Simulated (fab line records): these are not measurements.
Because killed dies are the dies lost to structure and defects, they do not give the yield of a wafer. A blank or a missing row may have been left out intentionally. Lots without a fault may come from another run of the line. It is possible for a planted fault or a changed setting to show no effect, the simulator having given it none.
Which of the tools did it? / flow berkeley-cmos170 / 14 lots with 42 wafers sampled at 3 steps, on a route of 331 steps

== WHAT THE GAUGES READ, wafer by wafer ==
UCB170_SDANNEAL_RS_MEAS_02: measures by four-point-probe. Usual: for PSD_RS the level is 75.54 ohm/sq and the standard deviation is 0.29.
lot=L895; measured=day 6 18:59; on=film-metro-03; PSD_RS (ohm/sq)=76.28 76.22 76.21; flag=
lot=L897; measured=day 7 06:38; on=film-metro-01; PSD_RS (ohm/sq)=75.35 75.29 75.83; flag=
lot=L900; measured=day 7 10:37; on=film-metro-01; PSD_RS (ohm/sq)=75.38 75.57 75.27; flag=
lot=L898; measured=day 7 11:04; on=film-metro-01; PSD_RS (ohm/sq)=75.21 75.52 75.19; flag=
lot=L899; measured=day 7 11:31; on=film-metro-04; PSD_RS (ohm/sq)=75.57 76.16 75.83; flag=
lot=L902; measured=day 8 21:43; on=film-metro-01; PSD_RS (ohm/sq)=75.72 76.00 75.61; flag=
lot=L904; measured=day 8 21:46; on=film-metro-04; PSD_RS (ohm/sq)=75.03 75.24 75.26; flag=
lot=L903; measured=day 8 22:13; on=film-metro-04; PSD_RS (ohm/sq)=75.46 75.74 75.62; flag=
lot=L905; measured=day 9 04:59; on=film-metro-03; PSD_RS (ohm/sq)=75.67 75.31 75.18; flag=
lot=L906; measured=day 9 15:29; on=film-metro-01; PSD_RS (ohm/sq)=75.29 75.30 75.38; flag=
lot=L913; measured=day 11 06:19; on=film-metro-01; PSD_RS (ohm/sq)=75.87 75.61 75.82; flag=
lot=L914; measured=day 11 06:31; on=film-metro-03; PSD_RS (ohm/sq)=75.41 75.65 75.72; flag=
lot=L916; measured=day 11 17:05; on=film-metro-04; PSD_RS (ohm/sq)=75.77 75.46 75.61; flag=
lot=L917; measured=day 11 17:05; on=film-metro-01; PSD_RS (ohm/sq)=75.16 75.31 75.64; flag=

UCB170_M2_OVL_MEAS_16. Usual: for M2_OVL the level is -2 nm and the standard deviation is 5.9.
lot=L895; measured=day 7 13:48; on=overlay-02; M2_OVL (nm)=-7 -2 1; flag=
lot=L897; measured=day 8 00:25; on=overlay-02; M2_OVL (nm)=-1 0 1; flag=
lot=L900; measured=day 8 09:55; on=overlay-01; M2_OVL (nm)=5 0 1; flag=
lot=L898; measured=day 8 11:22; on=overlay-01; M2_OVL (nm)=2 -8 -5; flag=
lot=L899; measured=day 8 10:11; on=overlay-02; M2_OVL (nm)=-5 0 -5; flag=
lot=L902; measured=day 9 22:31; on=overlay-01; M2_OVL (nm)=9 13 12; flag=
lot=L904; measured=day 9 22:23; on=overlay-01; M2_OVL (nm)=4 6 -2; flag=
lot=L903; measured=day 9 22:48; on=overlay-02; M2_OVL (nm)=-10 -3 -5; flag=
lot=L905; measured=day 10 03:31; on=overlay-02; M2_OVL (nm)=-2 -7 -2; flag=
lot=L906; measured=day 10 15:01; on=overlay-01; M2_OVL (nm)=1 3 3; flag=
lot=L913; measured=day 12 00:07; on=overlay-01; M2_OVL (nm)=0 5 4; flag=
lot=L914; measured=day 12 01:39; on=overlay-01; M2_OVL (nm)=-2 -2 -3; flag=
lot=L916; measured=day 12 13:29; on=overlay-02; M2_OVL (nm)=-11 -15 -8; flag=
lot=L917; measured=day 12 13:45; on=overlay-02; M2_OVL (nm)=-7 -5 -9; flag=

UCB170_M3_RS_MEAS_02: measures by four-point-probe. Usual: for M3_AL_RS the level is 0.0321 ohm/sq and the standard deviation is 0.00041.
lot=L895; measured=day 7 17:53; on=film-metro-03; M3_AL_RS (ohm/sq)=0.0326 0.0327 0.0317; flag=
lot=L897; measured=day 8 05:55; on=film-metro-04; M3_AL_RS (ohm/sq)=0.0329 0.0326 0.0331; flag=
lot=L900; measured=day 8 17:26; on=film-metro-04; M3_AL_RS (ohm/sq)=0.0321 0.0317 0.0321; flag=
lot=L898; measured=day 8 17:46; on=film-metro-04; M3_AL_RS (ohm/sq)=0.0316 0.0320 0.0320; flag=
lot=L899; measured=day 8 17:34; on=film-metro-01; M3_AL_RS (ohm/sq)=0.0317 0.0326 0.0326; flag=
lot=L902; measured=day 10 03:50; on=film-metro-04; M3_AL_RS (ohm/sq)=0.0318 0.0320 0.0320; flag=
lot=L904; measured=day 10 02:50; on=film-metro-01; M3_AL_RS (ohm/sq)=0.0312 0.0314 0.0311; flag=
lot=L903; measured=day 10 03:00; on=film-metro-04; M3_AL_RS (ohm/sq)=0.0330 0.0322 0.0328; flag=
lot=L905; measured=day 10 06:59; on=film-metro-04; M3_AL_RS (ohm/sq)=0.0315 0.0313 0.0316; flag=
lot=L906; measured=day 10 18:29; on=film-metro-01; M3_AL_RS (ohm/sq)=0.0325 0.0320 0.0324; flag=
lot=L913; measured=day 12 03:02; on=film-metro-03; M3_AL_RS (ohm/sq)=0.0322 0.0317 0.0325; flag=
lot=L914; measured=day 12 04:43; on=film-metro-01; M3_AL_RS (ohm/sq)=0.0322 0.0326 0.0323; flag=
lot=L916; measured=day 12 16:59; on=film-metro-01; M3_AL_RS (ohm/sq)=0.0319 0.0322 0.0321; flag=
lot=L917; measured=day 12 18:00; on=film-metro-03; M3_AL_RS (ohm/sq)=0.0319 0.0324 0.0323; flag=

== WHAT TOOL EACH LOT RAN ON (gives the tool, then ch and the chambers of the sampled wafers, and finally the start) ==
No process step before these readings appears in the record.

== WHAT THE TOOLS THEMSELVES READ (means of the sampled wafers that have a number; where no wafer has one, the mark that the record gives instead) ==
The record holds no such reading with a usual standard deviation.

== THE ANSWER, worked out from the rows above alone ==
Rule: lot off if the mean of its wafers having a number is beyond 3 standard deviations from the usual mean. Also off: a lot with no number at a reading for which 4 or more lots have one. Any other lot the step has rows for is counted as sound. After the gauges, taken in route order, come the tools' own readings; for these a lot's mean is taken, as printed above. At the first step where some lot is off, the reading lying furthest off is the one used; lots without a number count as furthest.
None of the lots is off at any reading shown; this tells nothing.

== WHAT THE SIMULATOR HAD PUT IN ==
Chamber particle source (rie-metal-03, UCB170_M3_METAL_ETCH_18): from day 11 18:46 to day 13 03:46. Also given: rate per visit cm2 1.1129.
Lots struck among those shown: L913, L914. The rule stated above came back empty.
